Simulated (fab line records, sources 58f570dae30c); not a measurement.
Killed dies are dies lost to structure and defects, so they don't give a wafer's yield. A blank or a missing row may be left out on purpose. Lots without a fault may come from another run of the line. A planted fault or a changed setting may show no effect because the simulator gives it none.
Split-lot experiment | flow berkeley_cmos170 | 5 lots, 23 wafers read, on a route of 331 steps

THE SPLIT
At UCB170_PSD_COAT_01 (resist thk 900 nm), the setting spin_rpm was moved away from the recipe's 1500 rpm on 10 of the 23 wafers read, by -6.5% to +6.7%. The other wafers ran this setting at the recipe's value.

The reading is taken at the split's own step.

THE READING
KrF_of_PSD_COAT_01.thk_nm (the simulator's own value, which no gauge read), in nm, at UCB170_PSD_COAT_01 (resist thk 900 nm). The file gives no usual value for it. The 13 wafers here that ran the recipe average 900.2 nm, standard deviation 1.6 nm.

wafer  | tool, chamber at the split | spin_rpm as run, rpm | against the recipe | KrF_of_PSD_COAT_01.thk_nm, nm | against lot-mates on the recipe
L074.1 | litho_track-02, 0          | 1500                 | recipe             | 901.3                         | -
L074.2 | litho_track-02, 0          | 1500                 | recipe             | 902.9                         | -
L074.3 | litho_track-02, 0          | 1412                 | -5.9%              | 933.2                         | +32.0
L074.4 | litho_track-02, 0          | 1500                 | recipe             | 899.3                         | -
L074.5 | litho_track-02, 0          | 1412                 | -5.9%              | 928.8                         | +27.6
L075.1 | litho_track-04, 0          | 1444                 | -3.7%              | 916.8                         | +16.0
L075.2 | litho_track-04, 0          | 1500                 | recipe             | 900.4                         | -
L075.3 | litho_track-04, 0          | 1500                 | recipe             | 901.1                         | -
L075.5 | litho_track-04, 0          | 1444                 | -3.7%              | 920.2                         | +19.5
L075.6 | litho_track-04, 0          | 1444                 | -3.7%              | 918.2                         | +17.5
L080.1 | litho_track-04, 0          | 1500                 | recipe             | 900.2                         | -
L080.3 | litho_track-04, 0          | 1500                 | recipe             | 901.9                         | -
L080.4 | litho_track-04, 0          | 1500                 | recipe             | 901.9                         | -
L081.1 | litho_track-01, 0          | 1601                 | +6.7%              | 868.2                         | -31.6
L081.2 | litho_track-01, 0          | 1500                 | recipe             | 899.9                         | -
L081.4 | litho_track-01, 0          | 1500                 | recipe             | 899.8                         | -
L081.5 | litho_track-01, 0          | 1601                 | +6.7%              | 871.4                         | -28.4
L081.6 | litho_track-01, 0          | 1601                 | +6.7%              | 872.6                         | -27.2
L085.1 | litho_track-02, 0          | 1500                 | recipe             | 900.2                         | -
L085.2 | litho_track-02, 0          | 1403                 | -6.5%              | 929.5                         | +31.3
L085.3 | litho_track-02, 0          | 1403                 | -6.5%              | 929.9                         | +31.7
L085.5 | litho_track-02, 0          | 1500                 | recipe             | 897.3                         | -
L085.6 | litho_track-02, 0          | 1500                 | recipe             | 897                           | -

THE FIT
A straight line over all 23 wafers: KrF_of_PSD_COAT_01.thk_nm changes by -4.64 nm for each +1% of spin_rpm; r = -0.99; the points scatter about the line by 2.1 nm.
The same after taking each lot's own level away (the mean of its wafers on the recipe; 23 wafers): -4.64 nm for each +1%; r = -1.00; scatter 1.7 nm.
On that fit, the largest move of spin_rpm shifts the reading by 31 nm.
The lots' own levels span 898.17 to 901.33 nm, that is 1.9 times the standard deviation above.
So the lot-to-lot level changes the slope little: the two slopes agree.
Check: with one of the wafers moved furthest among these (+6.7%) left out of the fit, the line predicts -30.3 nm for it against its lot-mates. It came out at -31.6 nm against them.

OTHER SPLITS ON THESE WAFERS
These wafers also went through other splits before the reading. Each is held against what the fit with the lots' levels taken away leaves over:
other split on the same wafers | wafers away from the commonest value | r with KrF_of_PSD_COAT_01.thk_nm (lot level and that fit taken away)
UCB170_SPACER_CVD_00 time_s    | 6                                    | +0.03

THE WHOLE CHAIN: every reading that the file lists as answering this split, in the file's order
step                | what it does      | reading                                                                    | change (the file's fit)              | r (the file's)
UCB170_PSD_COAT_01  | resist thk 900 nm | KrF_of_PSD_COAT_01.thk_nm (the simulator's own value, which no gauge read) | -4.73 nm for each +1% of the setting | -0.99
UCB170_PSD_STRIP_09 | strips in O2      | strip_time_to_endpoint_s                                                   | withheld for each +1% of the setting | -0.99

THE FILE'S OWN FIT
KrF_of_PSD_COAT_01.thk_nm changes by -4.73 nm for each +1% of spin_rpm, r = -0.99.
